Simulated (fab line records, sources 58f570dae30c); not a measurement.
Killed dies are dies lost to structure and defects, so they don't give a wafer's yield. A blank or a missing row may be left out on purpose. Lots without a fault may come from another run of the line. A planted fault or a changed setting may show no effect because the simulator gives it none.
Which tool did it? | flow berkeley_cmos170 | 6 lots, 18 wafers sampled, at 1 step of a route of 331

WHAT THE GAUGES READ, wafer by wafer
UCB170_GATE_OVL_MEAS_13.
lot  | measured     | on         | GATE_OVL (nm)
L383 | day 7 07:00  | overlay-01 | 2 0 4
L386 | day 7 20:04  | overlay-01 | -10 -13 -4
L394 | day 9 23:29  | overlay-02 | -4 -3 -2
L400 | day 10 13:02 | overlay-01 | 6 -7 -1
L401 | day 10 21:23 | overlay-02 | -9 -11 0
L404 | day 11 11:38 | overlay-02 | -1 -5 2

WHICH TOOL RAN EACH LOT (tool, then ch and the chambers of the sampled wafers, then the start)
The record holds no process step before these readings.

THE ANSWER, worked out from the rows above alone
Rule: what is usual is taken from the lots themselves. Put in order of their means at a reading, lots are off if they are a third of the lots or fewer, leave a main group of 4 or more, and stand apart from it by a gap of 3 or more times the standard deviation of the main group's means; of several such gaps the widest counts. A main group whose means are all the same, to the digits that the tables above print for the reading, isn't used. A lot without any number at a reading at which 4 lots or more have one is off too. The other lots that the step has rows for count as sound.
No lot is off at any reading shown: from this, nothing can be told.

WHAT THE SIMULATOR HAD PUT IN
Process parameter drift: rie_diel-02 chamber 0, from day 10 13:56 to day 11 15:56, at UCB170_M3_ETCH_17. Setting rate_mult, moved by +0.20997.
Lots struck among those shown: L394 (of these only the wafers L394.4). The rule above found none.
